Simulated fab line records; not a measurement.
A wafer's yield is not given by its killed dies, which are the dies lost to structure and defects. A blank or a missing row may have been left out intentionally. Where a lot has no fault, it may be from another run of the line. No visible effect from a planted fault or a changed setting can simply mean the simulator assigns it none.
Struck lot and sound lot, side by side ; flow rit_cmos ; 16 out of 202 route steps
Sound: wafers L952.2, L952.3, L952.6. Struck: wafer L959.3. (L959.1, L959.5 of the same lot were not struck and are left out.) The cause comes at the end.
Order at every step that has rows: each side's tool, ch and its chambers, its first start. Under that, the readings that differ: sound wafers ; struck wafers ; difference of the means ; sigmas: that difference in standard deviations of wafers without a fault.
alike: words and numbers the same on both sides, and readings whose means are apart by under 2 such deviations; not compared: readings that were withheld, readings missing a value for some wafer, numbers with overlapping values and no deviation given by the record, and bounds like >300 which may hide the same value.
A row with sigmas, a row that says differs or no value, or rows on one side alone: a step with any of these is where the two part. Numbers that have no deviation but don't overlap get no sigmas and don't part them. A reading that every wafer of one side lacks parts them only if that side has two wafers or more.

first, 1 step without rows for these wafers: RIT_PSD_IMPLANT_08.
RIT_PSD_STRIP_09: strips in O2, time 180 s.
  sound on plasma_asher-01 ch 0,1, day 4 22:40; struck on plasma_asher-02 ch 0, day 6 08:35
  alike: drypump_motor_current_A
  not compared: rf_hours_counter_h
RIT_PSD_TW_MEAS_10:
  struck on film_metro-01, day 6 08:46; sound on film_metro-04, day 4 22:50
  alike: PSD_TW
then, 3 steps without rows for these wafers: RIT_SDANNEAL_CLEAN_00 (cleans in SC1, time 600 s); RIT_SDANNEAL_CLEAN_01 (cleans in dHF, time 30 s); RIT_SDANNEAL_CLEAN_02 (cleans in SC2, time 600 s).
RIT_SDANNEAL_RTA_03: time 5 s.
  sound on rtp_anneal-02 ch 0, day 4 23:16; struck on rtp_anneal-01 ch 0, day 6 09:15
reading;sound;struck;difference;sigmas
wafer_temp_C_max;1052.4 1053.5 1053.3;1055.9;+2.8;+2
RIT_SDANNEAL_RS_MEAS_04: measurement is done with a four-point probe.
  struck on film_metro-04, day 6 09:18; sound on film_metro-03, day 4 23:20
reading;sound;struck;difference;sigmas
PSD_RS (ohm/sq);115.31 115.39 115.31;116.02;+0.68;+3
RIT_SDANNEAL_RS_MEAS_05: measurement is done with a four-point probe.
  struck on film_metro-04, day 6 09:25; sound on film_metro-03, day 4 23:28
  alike: NSD_RS
RIT_SDANNEAL_RS_MEAS_06: measurement is done with a four-point probe.
  struck on film_metro-04, day 6 09:32; sound on film_metro-03, day 4 23:35
  alike: PLDD_RS
RIT_SDANNEAL_RS_MEAS_07: measurement is done with a four-point probe.
  struck on film_metro-04, day 6 09:40; sound on film_metro-03, day 4 23:42
  alike: NLDD_RS
then, 1 step without rows for these wafers: RIT_SILICIDE_WET_ETCH_00 (etches SiO2 in BOE, target depth 14 nm, time 15 s).
RIT_SILICIDE_SPUTTER_01: material Ti, target thk 30 nm, time 240 s.
  struck on pvd_sputter-04, day 6 09:49; sound on pvd_sputter-01, day 4 23:49
reading;sound;struck;difference;sigmas
chamber_pressure_pa (Pa);0.6665 0.6644 0.6669;0.6438;-0.0221;-16
  alike: throttle_valve_pct
RIT_SILICIDE_RS_MEAS_02: measurement is done with a four-point probe.
  struck on film_metro-01, day 6 09:58; sound on film_metro-02, day 4 23:59
reading;sound;struck;difference;sigmas
SILICIDE_TI_RS (ohm/sq);48.4 48.6 48.2;43.4;-5.0;-7
RIT_SILICIDE_THK_MEAS_03: measures by xrf.
  struck on film_metro-01, day 6 10:05; sound on film_metro-02, day 5 00:05
reading;sound;struck;difference;sigmas
SILICIDE_TI_THK (nm);30.1 29.9 30.2;30.9;+0.8;+2
RIT_M1_PROBE_99:
  rows exist in the record for the sound wafers here (prober-01, day 5 07:26), none for the struck ones

== WHERE THEY PART ==
First at RIT_SDANNEAL_RTA_03; last, within this record, at RIT_M1_PROBE_99.

WHY: what the simulator had put in
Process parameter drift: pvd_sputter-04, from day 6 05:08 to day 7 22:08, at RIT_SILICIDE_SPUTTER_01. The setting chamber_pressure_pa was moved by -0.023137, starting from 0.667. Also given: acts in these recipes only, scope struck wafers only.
